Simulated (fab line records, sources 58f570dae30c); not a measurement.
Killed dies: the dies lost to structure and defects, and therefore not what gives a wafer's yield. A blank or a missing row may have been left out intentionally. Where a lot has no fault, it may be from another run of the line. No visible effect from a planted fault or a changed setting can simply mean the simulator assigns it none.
A lot that was struck, set against a sound lot || flow berkeleyCmos170 || 16 out of 331 route steps
Sound: the wafers L796.1, L796.2, L796.5. Wafers struck: L813.1, L813.3, L813.6. At the end, the cause is stated.
At each step with rows: each side's tool, then ch and its chambers, then its first start. Under that, the readings that differ: sound wafers || struck wafers || difference of the means || sigmas: that difference in standard deviations of wafers without a fault.
alike: readings with means less than 2 such deviations apart, plus words and numbers identical on both sides. not compared: withheld readings, readings lacking a value on some wafer, bounds such as >300 that could conceal the same value, and numbers that have no deviation in the record and whose values overlap.
Wherever a step has rows on one side only, a row that says differs or no value, or a row with sigmas, the two part there. When numbers do not overlap yet have no deviation, they are printed without sigmas and do not part them. A reading that every wafer of one side lacks parts them only if that side has two wafers or more.

first, 1 step without rows for these wafers: UCB170_M3_SOFTBAKE_06 (time 60 s).
UCB170_M3_STRIP_07: strips in O2.
  sound on plasmaAsher-02 ch 0,1, day 9 01:13; struck on plasmaAsher-02 ch 0,1, day 12 17:29
{"reading": "stripTimeToEndpointS (s)", "sound": "21.85 21.86 21.87", "struck": "22.04 22.03 21.97", "difference": "+0.15", "sigmas": "+2"}
  alike: drypumpMotorCurrentA, oesProductAu
  not compared: rfHoursCounterH
then, 7 steps without rows for these wafers: UCB170_M3_STRIP_08 (strips KrF in DMSO, time 600 s); UCB170_M3_COAT_09; UCB170_M3_COAT_10 (resist thk 900 nm); UCB170_M3_SOFTBAKE_11 (time 60 s); UCB170_M3_EXPOSE_12 (exposes mask METAL3, target cd 700 nm); UCB170_M3_PEB_13; UCB170_M3_DEVELOP_14 (develop time 45 s).
UCB170_M3_CD_MEAS_15 targets a cd of 700 nm.
  sound on cdSem-02 at day 9 02:40; struck on cdSem-01 at day 12 21:32
  alike: cdNm
UCB170_M3_OVL_MEAS_16:
  sound on overlay-01 at day 9 02:47; struck on overlay-02 at day 12 21:39
  alike: M3_OVL
UCB170_M3_ETCH_17: etches BARC in N2/H2.
  sound on rieDiel-03 ch 1,2,3, day 9 02:49; struck on rieDiel-01 ch 1,3, day 12 21:41
{"reading": "rfFwdPowerW (W)", "sound": "496.5 499.6 497.8", "struck": "494.4 492.7 494.1", "difference": -4.2, "sigmas": -2}
  alike: drypumpMotorCurrentA, oesProductAu, throttleValvePct
UCB170_M3_METAL_ETCH_18: etches Al in Cl2/BCl3, stops on SiO2, target depth 1170 nm, time 195 s.
  sound on rieMetal-03 ch 0,1, day 9 02:52; struck on rieMetal-03 ch 0,1, day 12 21:44
{"reading": "oesProductAu (a.u.)", "sound": "0.857 0.868 0.853", "struck": "0.954 0.969 0.970", "difference": "+0.105", "sigmas": "+10"}
{"reading": "rfFwdPowerW (W)", "sound": "599.9 599.9 599.4", "struck": "- - -", "difference": "no value on the struck wafers", "sigmas": ""}
{"reading": "runLengthS (s)", "sound": "222.7 222.7 222.7", "struck": "200.7 201.1 200.7", "difference": -21.9, "sigmas": -40}
{"reading": "model.KrF_of_M3_COAT_10.thkNm (nm)", "sound": "191.8 198 196.8", "struck": "273.2 275.8 275.9", "difference": "+79.4", "sigmas": ""}
{"reading": "model.SiO2_of_V2_CVD_00.thkNm (nm)", "sound": "935.4 935.8 935.7", "struck": "942.4 943.9 941.9", "difference": "+7.1", "sigmas": ""}
  alike: bcl3FlowSccm, drypumpMotorCurrentA, throttleValvePct
  not compared: rfHoursCounterH, model.M3.cdNm
UCB170_M3_STRIP_19: strips in O2.
  sound on plasmaAsher-04 ch 0,1, day 9 03:03; struck on plasmaAsher-01 ch 0, day 12 21:55
{"reading": "oesProductAu (a.u.)", "sound": "0.532 0.524 0.534", "struck": "0.608 0.612 0.609", "difference": "+0.080", "sigmas": "+4"}
  alike: drypumpMotorCurrentA
  not compared: rfHoursCounterH
UCB170_M3_CD_MEAS_90 targets a cd of 700 nm.
  sound on cdSem-02 at day 9 03:09; struck on cdSem-01 at day 12 22:01
  alike: cdNm
next, for these wafers, 1 step has no rows: UCB170_M3_PROBE_99.

== WHERE THEY PART ==
At UCB170_M3_STRIP_07 first; at UCB170_M3_STRIP_19 last (within this record only). Later steps at which nothing parts them and some readings are alike: UCB170_M3_CD_MEAS_90.

WHY: what had been put in by the simulator
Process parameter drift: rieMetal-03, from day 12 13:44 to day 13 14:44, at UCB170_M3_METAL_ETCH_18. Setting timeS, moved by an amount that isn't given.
